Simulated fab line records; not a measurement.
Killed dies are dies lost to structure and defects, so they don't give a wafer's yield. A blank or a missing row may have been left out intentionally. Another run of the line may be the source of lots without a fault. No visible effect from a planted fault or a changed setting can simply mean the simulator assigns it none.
fab line records + flow rit-cmos
record
- lots=14
- wafers=42
- last-day=7
route steps=202 shown SILICIDE@162 M1@202
lots that met no fault: taken from a fault-free run of the same line
start-h: hours from the record's opening day to when the first of the lot's shown wafers began + wait-h: how many hours have passed since the lot's step before this one + " unchanged from the row above + L1.1+2: one row covering several wafers at once + - either no value or no given start + * or withheld: withheld + < > ~ a bound
route shown NAME@n: NAME is a module with steps in the file, n the number in the route of the first one + usual: average and standard deviation across the fault-free wafers + same: alike in all rows + chamber/n: place in a boat + sites: readings site by site + _std_site: how widely they spread, as a standard deviation + _edge_site: inner sites' mean taken away from outer sites' mean + radius-mm: how far each site lies from the wafer's centre + mask NAME#n: copy n + behind: the most recent tool/chamber to have shaped the wafer + hold: what put the lot on hold/how long, in hours/how the hold closed + device: whichever transistor did not switch (one of n, p or np) + end of line: the route-end tests of the same wafers + where a step has no rows: the recipe by itself + killed: not the wafer's yield, but the dies lost to structure and defects at the first sort + map: per-die view of a wafer (x killed, . not killed, _ where there is no die)
set.NAME: the run value of the setting; set.NAME@STEP: its run value at that earlier step + model.NAME: the simulator's own value behind a step, which no gauge read
one table for each step of the route and one row for each wafer, over a sample of lots
services: from which hour (start-h, from the record's first day; less than 0 if before it) a tool's chamber was out of use, for how many hours, and why
## steps
# step RIT_SILICIDE_SPUTTER_01
# recipe
- material=Ti
- target-thk-nm=30
- power-w=350
- chamber-pressure-pa=0.667
- gas=Ar
- time-s=240
- substrate-temp-c=25
# usual
- throttle-valve-pct=30.1/1.2
| lot.wafer | tool           | chamber | start-h | wait-h | throttle-valve-pct |
|-----------|----------------|---------|---------|--------|--------------------|
| L409.1    | pvd-sputter-02 | -       | 54.31   | 0.0    | 30.9               |
| L409.3    | "              | -       | "       | "      | 31.1               |
| L409.6    | "              | -       | "       | "      | 30.5               |
| L410.1    | pvd-sputter-03 | -       | 57.01   | 0.0    | 29.1               |
| L410.3    | "              | -       | "       | "      | 30.9               |
| L410.6    | "              | -       | "       | "      | 32.6               |
| L411.1    | pvd-sputter-02 | -       | 66.27   | 0.0    | 31.1               |
| L411.5    | "              | -       | "       | "      | 29.2               |
| L411.6    | "              | -       | "       | "      | 31.2               |
| L412.1    | pvd-sputter-03 | -       | 69.14   | 0.0    | 32.5               |
| L412.3    | "              | -       | "       | "      | 30.8               |
| L412.4    | "              | -       | "       | "      | 28.7               |
| L413.1    | pvd-sputter-02 | -       | 72.92   | 0.0    | 31.0               |
| L413.4    | "              | -       | "       | "      | 30.6               |
| L413.5    | "              | -       | "       | "      | 31.1               |
| L418.1    | pvd-sputter-03 | -       | 102.03  | 0.0    | 30.5               |
| L418.2    | "              | -       | "       | "      | 29.1               |
| L418.4    | "              | -       | "       | "      | 28.4               |
| L420.2    | pvd-sputter-03 | -       | 107.23  | 0.0    | 28.7               |
| L420.3    | "              | -       | "       | "      | 28.8               |
| L420.5    | "              | -       | "       | "      | 32.7               |
| L422.4    | pvd-sputter-03 | -       | 118.69  | 0.0    | 30.5               |
| L422.5    | "              | -       | "       | "      | 29.2               |
| L422.6    | "              | -       | "       | "      | 32.5               |
| L425.1    | pvd-sputter-02 | -       | 133.90  | 0.0    | 30.6               |
| L425.4    | "              | -       | "       | "      | 29.6               |
| L425.6    | "              | -       | "       | "      | 29.3               |
| L427.2    | pvd-sputter-01 | -       | 145.70  | 0.0    | 30.7               |
| L427.5    | "              | -       | "       | "      | 28.2               |
| L427.6    | "              | -       | "       | "      | 28.6               |
| L428.4    | pvd-sputter-02 | -       | 147.47  | 0.0    | 29.6               |
| L428.5    | "              | -       | "       | "      | 31.0               |
| L428.6    | "              | -       | "       | "      | 31.0               |
| L430.1    | pvd-sputter-02 | -       | 156.78  | 0.0    | 29.1               |
| L430.4    | "              | -       | "       | "      | 30.5               |
| L430.6    | "              | -       | "       | "      | 29.1               |
| L431.4    | pvd-sputter-02 | -       | 166.97  | 0.0    | 28.9               |
| L431.5    | "              | -       | "       | "      | 30.8               |
| L431.6    | "              | -       | "       | "      | 31.0               |
| L432.2    | pvd-sputter-01 | -       | 171.44  | 0.0    | 30.9               |
| L432.3    | "              | -       | "       | "      | 30.2               |
| L432.6    | "              | -       | "       | "      | 28.7               |
# step RIT_M1_PROBE_99
# usual
- killed-at-contacts=0.1/0.32
- killed-at-front-end=7/3
- killed-dies=7/3.1
- killed-on-rim=1.9/1.5
- killed-open=3.3/1.8
- killed-short=3.6/2
# same
- gross-dies=264
- killed_at_M0_to_M3=0
- killed_at_M4_up=0
- killed-at-back-side=0
- killed-at-other=0
| lot.wafer | tool      | chamber | start-h | wait-h | killed-at-contacts | killed-at-front-end | killed-dies | killed-on-rim | killed-open | killed-short |
|-----------|-----------|---------|---------|--------|--------------------|---------------------|-------------|---------------|-------------|--------------|
| L420.2    | prober-02 | -       | 114.63  | 0.1    | 0                  | 36                  | 36          | 10            | 1           | 2            |
| L420.3    | prober-02 | -       | 114.68  | 0.2    | 1                  | 23                  | 24          | 12            | 4           | 1            |
| L420.5    | prober-02 | -       | 114.78  | 0.2    | 0                  | 38                  | 38          | 0             | 2           | 2            |
| L422.4    | prober-02 | -       | 125.72  | 0.2    | 0                  | 35                  | 35          | 1             | 3           | 2            |
| L422.5    | prober-02 | -       | 125.77  | 0.2    | 2                  | 26                  | 28          | 10            | 7           | 5            |
| L422.6    | prober-02 | -       | 125.82  | 0.2    | 0                  | 42                  | 42          | 4             | 2           | 7            |
# killed by level:class
L420.2 SILICIDE:unspecified=33 SPACER:geometric-particle:short=1 SILICIDE:geometric-particle:open=1 SILICIDE:geometric-particle:short=1
L420.3 SILICIDE:unspecified=19 GATE:geometric-particle:open=2 FOX1:geometric-particle:open=1 GATE:geometric-particle:short=1 CONTACT:geometric-particle:open=1
L420.5 SILICIDE:unspecified=34 FOX1:geometric-particle:open=1 GATE:geometric-particle:open=1 GATE:geometric-particle:short=1 SILICIDE:geometric-particle:short=1
L422.4 SILICIDE:unspecified=30 FOX1:geometric-particle:open=3 FOX1:geometric-particle:short=1 SILICIDE:geometric-particle:short=1
L422.5 SILICIDE:unspecified=16 GATE:geometric-particle:open=2 SILICIDE:geometric-particle:open=2 CONTACT:geometric-particle:short=2 FOX1:geometric-particle:open=1 FOX1:geometric-particle:short=1 FOX2:geometric-particle:open=1 SPACER:geometric-particle:open=1
L422.6 SILICIDE:unspecified=33 SILICIDE:geometric-particle:short=4 FOX1:geometric-particle:open=1 FOX1:geometric-particle:short=1 FOX2:geometric-particle:short=1 GATE:geometric-particle:open=1 SPACER:geometric-particle:short=1
## services
| tool           | chamber | start-h | hours | kind   |
|----------------|---------|---------|-------|--------|
| pvd-sputter-01 | -       | 32.28   | 5.3   | repair |
| pvd-sputter-02 | -       | 69.07   | 2.4   | repair |
| pvd-sputter-02 | -       | 94.72   | 1.7   | repair |
| pvd-sputter-03 | -       | 123.99  | 24.2  | repair |
| pvd-sputter-03 | -       | 166.64  | 5.1   | repair |
## key
first-sign
- step=RIT_M1_PROBE_99
- reading=killed-dies
- direction=up
- sigmas=8.8
- usual=7
- struck=34
effect
- step=RIT_M1_PROBE_99
- reading=killed-at-front-end
- direction=up
- sigmas=8.7
- usual=7
- struck=33
met-at RIT_SILICIDE_SPUTTER_01
struck-lots L420,L422
tester-left-out L420,L422
onset-between 102.03 107.23
fault
- kind=chamber-particle-source
- tool=pvd-sputter-03
- chamber=-
- onset-h=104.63
- steps=RIT_SILICIDE_SPUTTER_01
- rate-per-visit-cm2=1.0479
- end-h=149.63
# tester-left-out: of these lots the tester's yield and bins aren't shown, on N5 and GAA mostly nor the transistor test; their killed dies are dies lost to structure and defects alone, not to doping, threshold or leakage, so they don't give the yield
